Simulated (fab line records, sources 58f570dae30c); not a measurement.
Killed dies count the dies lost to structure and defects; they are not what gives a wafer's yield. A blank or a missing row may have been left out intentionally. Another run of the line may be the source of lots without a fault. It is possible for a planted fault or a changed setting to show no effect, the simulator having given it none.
fab line records | flow berkeley_cmos170
record lots=15 | wafers=45 | last_day=10
route steps=331 shown V2@301
lots with no fault: from the same line, run without faults
start_h: hours from the record's first day to the start of the lot's first wafer shown | wait_h: how many hours have passed since the lot's step before this one | " identical to the entry in the row above | L1.1+2: one row covering several wafers at once | - either no value or no given start | * or withheld: withheld | < > ~ a bound
route shown NAME@n: NAME is a module with steps in the file, n the number in the route of the first one | usual: the fault-free wafers' mean and standard deviation | same: alike in all rows | chamber/n: place in a boat | sites: readings site by site | _std_site: how widely they spread, as a standard deviation | _edge_site: mean of outer sites minus mean of inner sites | radius_mm: for every site, how far away it sits from the centre of the wafer | mask NAME#n: copy n | behind: tool/chamber where the wafer was last shaped | hold: why the lot went on hold/how many hours it stayed there/how the hold came to an end | device: the transistor (n, p or np) that didn't switch | end of line: the same wafers' tests at the end of the route | where a step has no rows: the recipe by itself | killed: not the wafer's yield, but the dies lost to structure and defects at the first sort | map: the dies of a wafer, with x for killed, . for not killed, _ for no die there
set.NAME: the setting as run; set.NAME@STEP: as run at that earlier step | model.NAME: the simulator's own value behind a step, which no gauge read
a sample of lots followed through the steps of the route, with each step as a table and each wafer as a row
services: the hour from which a tool's chamber was out of use, counted from the record's first day as start_h (under 0 if before that day), plus the number of hours and why
## steps
# step UCB170_V2_EXPOSE_09
# recipe mask_id=VIA2 | target_cd_nm=700 | na=0.5 | sigma_outer=0.6 | source_shape=conventional | dose_mj=37
# usual exposure_dose_mJ_cm2=36.96/0.035 | focus_offset_nm=-0.1/0.54 | sigma_outer=0.6/0
lot.wafer | tool           | chamber | start_h | wait_h | mask   | exposure_dose_mJ_cm2 | focus_offset_nm | sigma_outer
L796.1    | krf_scanner-01 | 0       | 154.88  | 0.1    | VIA2#0 | 36.92                | -0.4            | 0.6
L796.2    | "              | 0       | "       | "      | VIA2#0 | 36.97                | -0.6            | 0.6
L796.5    | "              | 0       | "       | "      | VIA2#0 | 36.94                | 0.4             | 0.6
L795.1    | krf_scanner-02 | 0       | 156.40  | 0.2    | VIA2#0 | 36.90                | 0.0             | 0.6
L795.3    | "              | 0       | "       | "      | VIA2#0 | 36.96                | 0.5             | 0.6
L795.5    | "              | 0       | "       | "      | VIA2#0 | 36.93                | -0.6            | 0.6
L797.3    | krf_scanner-01 | 0       | 170.23  | 0.2    | VIA2#0 | 36.97                | -0.3            | 0.6
L797.5    | "              | 0       | "       | "      | VIA2#0 | 37.03                | 0.6             | 0.6
L797.6    | "              | 0       | "       | "      | VIA2#0 | 37.01                | -0.1            | 0.6
L798.2    | krf_scanner-01 | 0       | 180.42  | 0.1    | VIA2#0 | 37.00                | -0.6            | 0.6
L798.4    | "              | 0       | "       | "      | VIA2#0 | 36.94                | -1.8            | 0.6
L798.6    | "              | 0       | "       | "      | VIA2#0 | 36.92                | -0.9            | 0.6
L799.2    | krf_scanner-01 | 0       | 189.41  | 0.1    | VIA2#0 | 36.95                | -1.5            | 0.6
L799.4    | "              | 0       | "       | "      | VIA2#0 | 36.98                | 0.0             | 0.6
L799.5    | "              | 0       | "       | "      | VIA2#0 | 37.00                | 0.5             | 0.6
L800.3    | krf_scanner-01 | 0       | 189.54  | 0.1    | VIA2#0 | 36.94                | -0.4            | 0.6
L800.5    | "              | 0       | "       | "      | VIA2#0 | 36.92                | -0.1            | 0.6
L800.6    | "              | 0       | "       | "      | VIA2#0 | 36.99                | -1.4            | 0.6
L801.1    | krf_scanner-02 | 0       | 197.56  | 0.2    | VIA2#0 | 37.00                | 0.2             | 0.6
L801.3    | "              | 0       | "       | "      | VIA2#0 | 36.94                | 0.7             | 0.6
L801.6    | "              | 0       | "       | "      | VIA2#0 | 36.92                | -0.1            | 0.6
L802.1    | krf_scanner-02 | 0       | 212.40  | 0.2    | VIA2#0 | 36.95                | -1.3            | 0.6
L802.3    | "              | 0       | "       | "      | VIA2#0 | 36.96                | -0.1            | 0.6
L802.5    | "              | 0       | "       | "      | VIA2#0 | 36.94                | 0.6             | 0.6
L805.3    | krf_scanner-02 | 0       | 220.34  | 0.1    | VIA2#0 | 37.02                | 0.3             | 0.6
L805.4    | "              | 0       | "       | "      | VIA2#0 | 36.96                | -0.1            | 0.6
L805.6    | "              | 0       | "       | "      | VIA2#0 | 36.95                | 0.2             | 0.6
L807.2    | krf_scanner-01 | 0       | 223.49  | 0.2    | VIA2#0 | 36.98                | -1.1            | 0.6
L807.4    | "              | 0       | "       | "      | VIA2#0 | 36.92                | -0.8            | 0.6
L807.5    | "              | 0       | "       | "      | VIA2#0 | 36.92                | 0.0             | 0.6
L808.1    | krf_scanner-02 | 0       | 224.62  | 0.2    | VIA2#0 | 36.99                | -0.2            | 0.6
L808.4    | "              | 0       | "       | "      | VIA2#0 | 36.95                | 0.3             | 0.6
L808.5    | "              | 0       | "       | "      | VIA2#0 | 36.99                | 0.1             | 0.6
L809.2    | krf_scanner-02 | 0       | 240.99  | 0.1    | VIA2#0 | 36.98                | 0.4             | 0.6
L809.3    | "              | 0       | "       | "      | VIA2#0 | 36.99                | 0.2             | 0.6
L809.5    | "              | 0       | "       | "      | VIA2#0 | 36.95                | 0.2             | 0.6
L811.2    | krf_scanner-02 | -       | 241.50  | 0.1    | VIA2#0 | -                    | -               | -
L811.3    | "              | -       | "       | "      | VIA2#0 | -                    | -               | -
L811.5    | "              | -       | "       | "      | VIA2#0 | -                    | -               | -
L810.1    | krf_scanner-02 | -       | 245.98  | 0.1    | VIA2#0 | -                    | -               | -
L810.2    | "              | -       | "       | "      | VIA2#0 | -                    | -               | -
L810.5    | "              | -       | "       | "      | VIA2#0 | -                    | -               | -
L814.2    | krf_scanner-02 | -       | 246.11  | 0.2    | VIA2#0 | -                    | -               | -
L814.5    | "              | -       | "       | "      | VIA2#0 | -                    | -               | -
L814.6    | "              | -       | "       | "      | VIA2#0 | -                    | -               | -
## services
tool           | chamber | start_h | hours | kind
krf_scanner-01 | -       | 132.14  | 1.0   | pm
krf_scanner-02 | -       | 136.82  | 0.3   | repair
krf_scanner-02 | -       | 140.14  | 4.0   | pm
krf_scanner-02 | 0       | 142.73  | -     | calibration
krf_scanner-02 | -       | 162.16  | 1.5   | repair
krf_scanner-01 | -       | 167.84  | 0.8   | pm
krf_scanner-02 | -       | 209.06  | 1.8   | repair
krf_scanner-01 | -       | 227.40  | 1.3   | pm
krf_scanner-02 | -       | 230.80  | 1.0   | pm
krf_scanner-01 | -       | 235.50  | 8.3   | repair
## key
first_sign step=UCB170_V2_EXPOSE_09 | reading=tool_record | direction=missing
effect none on later readings
met_at UCB170_V2_EXPOSE_09
struck_lots L810,L811,L814
later_rows_left_out L810.1,L810.2,L810.5,L811.2,L811.3,L811.5,L814.2,L814.5,L814.6
sort_left_out L810.1,L810.2,L810.5,L811.2,L811.3,L811.5,L814.2,L814.5,L814.6
onset_between 240.99 241.50
fault kind=skipped_step_whole | tool=krf_scanner-02 | chamber=- | onset_h=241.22 | steps=UCB170_V2_EXPOSE_09 | scope=struck_lots_only
# sort_left_out: the simulated sort isn't trusted on such a fault, so these wafers' sort isn't shown, and their yield isn't known
# later_rows_left_out: the simulator's readings of these wafers behind a module that went badly wrong aren't trusted and aren't shown, but for the sort
